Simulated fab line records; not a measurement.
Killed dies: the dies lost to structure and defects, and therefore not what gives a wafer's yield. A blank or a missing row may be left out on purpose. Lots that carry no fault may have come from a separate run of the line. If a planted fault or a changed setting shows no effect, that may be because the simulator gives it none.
A single fault, viewed from 2 desks | flow berkeleyCmos170 | only its own numbers are on each desk; what lay behind them is given at the end

== DESK OF THE TOOL OWNER: rieDiel-02 ==
The tool's own readings at UCB170_M1_ETCH_11 (etches BARC in N2/H2): means of the sampled wafers that have a number, for each lot that ran on this tool. Marked OUT: a lot whose mean sits more than 4 standard deviations from the usual mean, which makes it out of limits; the brackets give that distance.
Columns: A = chamberPressureMTorr at UCB170_M1_ETCH_11, usual 30.000 mTorr; B = drypumpMotorCurrentA at UCB170_M1_ETCH_11, usual 5.7 A; C = n2FlowSccm at UCB170_M1_ETCH_11, usual 100.0 sccm; D = oesProductAu at UCB170_M1_ETCH_11, usual 0.990 a.u.; E = throttleValvePct at UCB170_M1_ETCH_11, usual 13.40 %
lot  | first seen here | A      | B   | C     | D     | E
L629 | day 8 19:22     | 30.011 | 5.8 | 100.0 | 0.993 | 13.37
L631 | day 9 09:09     | 29.997 | 6.1 | 100.1 | 0.997 | 13.38
L641 | day 10 22:32    | 29.995 | 5.8 | 100.1 | 0.960 | 13.36
L642 | day 11 07:44    | 29.997 | 5.5 | 99.9  | 0.980 | 13.23
This desk found nothing out of limits on any of the 4 lots.

== METROLOGY DESK ==
Means of the sampled wafers that have a number, per lot and without regard to the tool the lot ran on: this is what the gauges read. Marked OUT: a lot whose mean sits more than 4 standard deviations from the usual mean, which makes it out of limits; the brackets give that distance.
Columns: A = cdNm at UCB170_M2_CD_MEAS_90, usual 700.9 nm
lot  | first seen here | A
L629 | day 9 03:49     | 701.4
L630 | day 9 10:09     | 700.2
L631 | day 9 15:57     | 702.8
L633 | day 9 17:17     | 703.3
L632 | day 9 18:51     | 698.6
L634 | day 9 18:58     | 699.7
L635 | day 10 05:08    | 703.5
L641 | day 11 07:00    | 699.7
L642 | day 11 16:52    | 701.7
L648 | day 12 11:14    | 698.4
L646 | day 12 15:03    | 698.4
L649 | day 13 08:37    | 703.3
L651 | day 13 17:58    | 702.9
L650 | day 13 20:34    | 699.1
This desk found nothing out of limits on any of the 14 lots.

== TAKEN TOGETHER ==
Nothing out of limits was seen by the tool owner's desk.
The metrology desk saw nothing out of limits.

== WHAT THE SIMULATOR PUT IN ==
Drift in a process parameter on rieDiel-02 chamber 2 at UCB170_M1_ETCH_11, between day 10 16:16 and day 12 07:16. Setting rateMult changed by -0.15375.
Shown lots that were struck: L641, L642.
